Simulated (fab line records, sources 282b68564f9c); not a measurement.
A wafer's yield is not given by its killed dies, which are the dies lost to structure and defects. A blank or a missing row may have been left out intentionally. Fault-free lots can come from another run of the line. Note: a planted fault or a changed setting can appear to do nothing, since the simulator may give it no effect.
Split-lot experiment -- flow rit cmos -- on a route of 202 steps: 5 lots, 23 wafers read

## SPLIT DETAILS
At RIT_ACTIVE_COAT_06 (resist thk 1000 nm), the setting spin rpm was moved away from the recipe's 3250 rpm on 7 of the 23 wafers read, by -4.2% to +2.8%. The other wafers ran this setting at the recipe's value.

## FROM THE SPLIT TO THE READING: what the file shows between them, 5 steps
- RIT_ACTIVE_SOFTBAKE_07: time 60 s (also split here: temp c)
- RIT_ACTIVE_EXPOSE_08: exposes mask M1, target cd 1400 nm
- RIT_ACTIVE_PEB_09
- RIT_ACTIVE_DEVELOP_10: develop time 50 s
- RIT_ACTIVE_HARDBAKE_12: time 60 s

## THE READING
NOVOLAK_of_ACTIVE_COAT_06.thk nm (the simulator's own value, which no gauge read), in nm, at RIT_ACTIVE_ETCH_13 (etches Si3N4 in SF6, stops on SiO2, time 210 s, target depth 210 nm). There is no usual value for it anywhere in the file. The 16 wafers here that ran the recipe average 653.5 nm, standard deviation 3.4 nm.

wafer,"tool, chamber at the split","spin rpm as run, rpm",against the recipe,"NOVOLAK_of_ACTIVE_COAT_06.thk nm, nm",against lot-mates on the recipe
L074.2,"litho track-03, 0",3250,recipe,648.9,-
L074.4,"litho track-03, 0",3250,recipe,660.5,-
L074.6,"litho track-03, 0",3250,recipe,649.6,-
L076.1,"litho track-03, 0",3114,-4.2%,672.9,+19.9
L076.2,"litho track-03, 0",3114,-4.2%,676.3,+23.3
L076.3,"litho track-03, 0",3250,recipe,650,-
L076.5,"litho track-03, 0",3250,recipe,655.3,-
L076.6,"litho track-03, 0",3250,recipe,653.7,-
L079.1,"litho track-03, 0",3142,-3.3%,669.3,+15.4
L079.2,"litho track-03, 0",3142,-3.3%,675,+21.1
L079.3,"litho track-03, 0",3250,recipe,654.6,-
L079.4,"litho track-03, 0",3250,recipe,651.3,-
L079.6,"litho track-03, 0",3250,recipe,655.7,-
L080.1,"litho track-03, 0",3250,recipe,656.6,-
L080.2,"litho track-03, 0",3340,+2.8%,641.3,-12.8
L080.3,"litho track-03, 0",3340,+2.8%,643.9,-10.1
L080.4,"litho track-03, 0",3340,+2.8%,647.5,-6.5
L080.6,"litho track-03, 0",3250,recipe,651.5,-
L084.1,"litho track-04, 0",3250,recipe,653.6,-
L084.2,"litho track-04, 0",3250,recipe,649.2,-
L084.4,"litho track-04, 0",3250,recipe,658.7,-
L084.5,"litho track-04, 0",3250,recipe,650.9,-
L084.6,"litho track-04, 0",3250,recipe,656.3,-

FIT RESULTS
A straight line over all 23 wafers: NOVOLAK_of_ACTIVE_COAT_06.thk nm changes by -4.64 nm for each +1% of spin rpm; r = -0.93; the points scatter about the line by 3.6 nm.
The same after taking each lot's own level away (the mean of its wafers on the recipe; 23 wafers): -4.72 nm for each +1%; r = -0.93; scatter 3.5 nm.
Per that fit: largest spin rpm move, reading shift of 20 nm.
The lots' own levels span 653.00 to 654.05 nm, that is 0.3 times the standard deviation above.
Consequently the slope shifts little with the lot-to-lot level, the two slopes agreeing.
Check: +20.8 nm against its lot-mates is what the line predicts for one of the wafers moved furthest among these (-4.2%) when that wafer is left out of the fit. Against them it came out at +19.9 nm.

## THESE WAFERS: OTHER SPLITS
Note: prior to the reading, these wafers also went through further splits. Each is held against what the fit with the lots' levels taken away leaves over:
other split on the same wafers,wafers away from the commonest value,r with NOVOLAK_of_ACTIVE_COAT_06.thk nm (lot level and that fit taken away)
RIT_ACTIVE_SOFTBAKE_07 temp c,8,+0.13

## THE WHOLE CHAIN: every reading that the file lists as answering this split, in the file's order
step,what it does,reading,change (the file's fit),r (the file's)
RIT_ACTIVE_COAT_06,resist thk 1000 nm,"NOVOLAK_of_ACTIVE_COAT_06.thk nm (the simulator's own value, which no gauge read)",-5.5 nm for each +1% of the setting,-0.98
RIT_ACTIVE_SOFTBAKE_07,time 60 s,"NOVOLAK_of_ACTIVE_COAT_06.thk nm (the simulator's own value, which no gauge read)",-6.37 nm for each +1% of the setting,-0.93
RIT_ACTIVE_HARDBAKE_12,time 60 s,"NOVOLAK_of_ACTIVE_COAT_06.thk nm (the simulator's own value, which no gauge read)",-4.81 nm for each +1% of the setting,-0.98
RIT_ACTIVE_ETCH_13,"etches Si3N4 in SF6, stops on SiO2, time 210 s, target depth 210 nm","NOVOLAK_of_ACTIVE_COAT_06.thk nm (the simulator's own value, which no gauge read)",-4.93 nm for each +1% of the setting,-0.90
RIT_ACTIVE_DEVELOP_10,develop time 50 s,"NOVOLAK_of_ACTIVE_COAT_06.thk nm (the simulator's own value, which no gauge read)","-5.42 nm for each +1% of the setting, in a fit together with temp c@ACTIVE_SOFTBAKE_07",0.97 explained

## THE FILE'S OWN FIT
NOVOLAK_of_ACTIVE_COAT_06.thk nm changes by -4.93 nm for each +1% of spin rpm, r = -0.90.
